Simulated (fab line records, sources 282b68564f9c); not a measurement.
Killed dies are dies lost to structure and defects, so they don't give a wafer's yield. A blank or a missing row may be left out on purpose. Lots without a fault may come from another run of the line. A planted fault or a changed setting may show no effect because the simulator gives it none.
Problem report in the 8D (eight disciplines) form, filled by code | flow rit_cmos | the parts of the form that need people (team, actions taken, sign-off) are left out

1. THE PROBLEM
rf_fwd_power_W at RIT_CONTACT_ETCH_11 reads a mean of 119.7 W on 6 wafers of 2 lots; wafers without a fault read 199.7 W with a standard deviation of 0.61. That is -99 or more standard deviations from the usual mean.
The step: etches SiO2 in CHF3/CF4/Ar, stops on TiSi2, target depth 480 nm, time 320 s.
First seen on wafer L820.2, day 5 10:33, on rie_diel-04. The record holds 18 wafers of 6 lots with a number at this step. Rule for "out", or "out of limits": more than 4 standard deviations from the usual mean. The other wafers with a number count as sound.

2. WHAT IT IS AND WHAT IT IS NOT
question                    | is                     | is not
which readings at this step | rf_fwd_power_W         | drypump_motor_current_A, oes_product_au, throttle_valve_pct
which lots                  | L820, L825             | L814, L819, L832, L833
which wafers of those lots  | all that have a number | -
read on which tools         | rie_diel-04            | rie_diel-01, rie_diel-02
when                        | from day 5 10:33       | up to then (6 sound wafers); but 6 sound wafers of L832, L833 came after

3. SUSPECTS, AND WHAT RULES EACH OUT
Counting: a tool at a process step up to the reading stays a suspect if it ran every lot that is out and no sound lot after the first of them.
- rie_diel-04 at RIT_CONTACT_ETCH_11 (etches SiO2 in CHF3/CF4/Ar, stops on TiSi2, target depth 480 nm, time 320 s): kept. It ran every lot that is out, first L820 (day 5 10:33), and no sound lot after that; its last sound lot up to then is L819 (day 5 02:34). Its own readings are out on those wafers: rf_fwd_power_W.
Left after counting: rie_diel-04 at RIT_CONTACT_ETCH_11.

4. THE CAUSE (what the simulator had put in)
Process parameter drift: rie_diel-04, from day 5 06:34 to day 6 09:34, at RIT_CONTACT_ETCH_11. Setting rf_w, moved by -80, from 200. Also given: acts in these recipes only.
Counting left only this tool.

5. THE CHAIN OF EFFECTS, in route order
Each row: a reading whose mean over the struck wafers that have a number lies more than 3 standard deviations from the usual. Only readings for which the record gives a usual standard deviation are gone through. hours: the time from each lot's start at the first step in this table that gives one to its start at this step, as a median over the lots. sigmas: the change in usual standard deviations.
hours | step                | reading        | usual   | on struck wafers | change | sigmas
0     | RIT_CONTACT_ETCH_11 | rf_fwd_power_W | 199.7 W | 119.7            | -80.0  | -99 or more
The process steps in it:
- RIT_CONTACT_ETCH_11: etches SiO2 in CHF3/CF4/Ar, stops on TiSi2, target depth 480 nm, time 320 s.

6. WHAT WOULD HAVE CAUGHT IT SOONER
In this record the first reading out of limits was taken at day 5 10:33, 4 hours after the fault began at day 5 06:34.
